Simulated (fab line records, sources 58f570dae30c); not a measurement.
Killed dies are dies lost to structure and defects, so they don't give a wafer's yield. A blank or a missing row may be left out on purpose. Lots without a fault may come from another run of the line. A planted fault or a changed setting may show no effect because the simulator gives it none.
One fault seen from 2 desks | flow berkeley_cmos170 | each desk has only its own numbers; what lay behind them comes last

THE METROLOGY DESK
What the gauges read, lot by lot, whatever tool the lot ran on: means of the sampled wafers that have a number. A lot is out of limits, marked OUT, if its mean lies more than 4 standard deviations from the usual mean; the brackets give that distance.
Columns: A = PFIELD_OVL at UCB170_PFIELD_OVL_MEAS_06, usual -2 nm; B = GATE_POLY_THK at UCB170_GATE_THK_MEAS_05, usual 213.4 nm; C = PLDD_OVL at UCB170_PLDD_OVL_MEAS_07, usual -1 nm
lot  | first seen here | A  | B     | C
L268 | day 5 04:50     | -5 | 214.0 | 2
L269 | day 5 10:04     | 5  | 212.5 | 8
L272 | day 5 20:38     | -5 | 210.2 | 0
L275 | day 6 05:10     | 11 | 214.0 | -4
L278 | day 7 13:32     | 2  | 213.5 | -1
L279 | day 7 13:49     | -1 | 213.5 | 0
L282 | day 7 21:10     | -2 | 210.8 | -9
L283 | day 7 21:26     | 1  | 213.5 | 1
L286 | day 8 18:41     | -6 | 213.7 | -5
L284 | day 8 19:15     | -5 | 213.0 | -1
L287 | day 8 21:50     | -6 | 213.1 | 2
L290 | day 9 18:37     | 4  | 217.2 | 1
L289 | day 9 18:56     | -2 | 215.6 | 1
L291 | day 10 03:02    | 4  | 215.3 | 1
This desk's finding: nothing out of limits on any of the 14 lots.

THE TOOL OWNER'S DESK: litho_track-03
The tool's own readings at UCB170_GATE_COAT_07 (resist thk 900 nm): means of the sampled wafers that have a number, for each lot that ran on this tool. A lot is out of limits, marked OUT, if its mean lies more than 4 standard deviations from the usual mean; the brackets give that distance.
Columns: A = spin_speed_rpm at UCB170_GATE_COAT_07, usual 1500.0 rpm
lot  | first seen here | A
L268 | day 7 14:00     | 1500.2
L275 | day 8 11:00     | 1613.3 (+99 or more) OUT
L278 | day 9 12:00     | 1614.9 (+99 or more) OUT
L291 | day 12 09:00    | 1500.2
This desk's finding: out of limits on L275, L278; first on L275, day 8 11:00 (spin_speed_rpm at UCB170_GATE_COAT_07). In limits: L268, L291.

PUT TOGETHER
The tool owner's desk could have raised an alarm at day 8 11:00, on L275, L278.
The metrology desk saw nothing out of limits.
The metrology desk has L275, L278 on record, within its limits.
Of the lots named, all ran UCB170_GATE_COAT_07 on litho_track-03.

WHAT THE SIMULATOR HAD PUT IN
Process parameter drift: litho_track-03, from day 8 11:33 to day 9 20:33, at UCB170_GATE_COAT_07. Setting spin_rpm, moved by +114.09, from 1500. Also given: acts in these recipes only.
Lots struck among those shown: L275, L278.
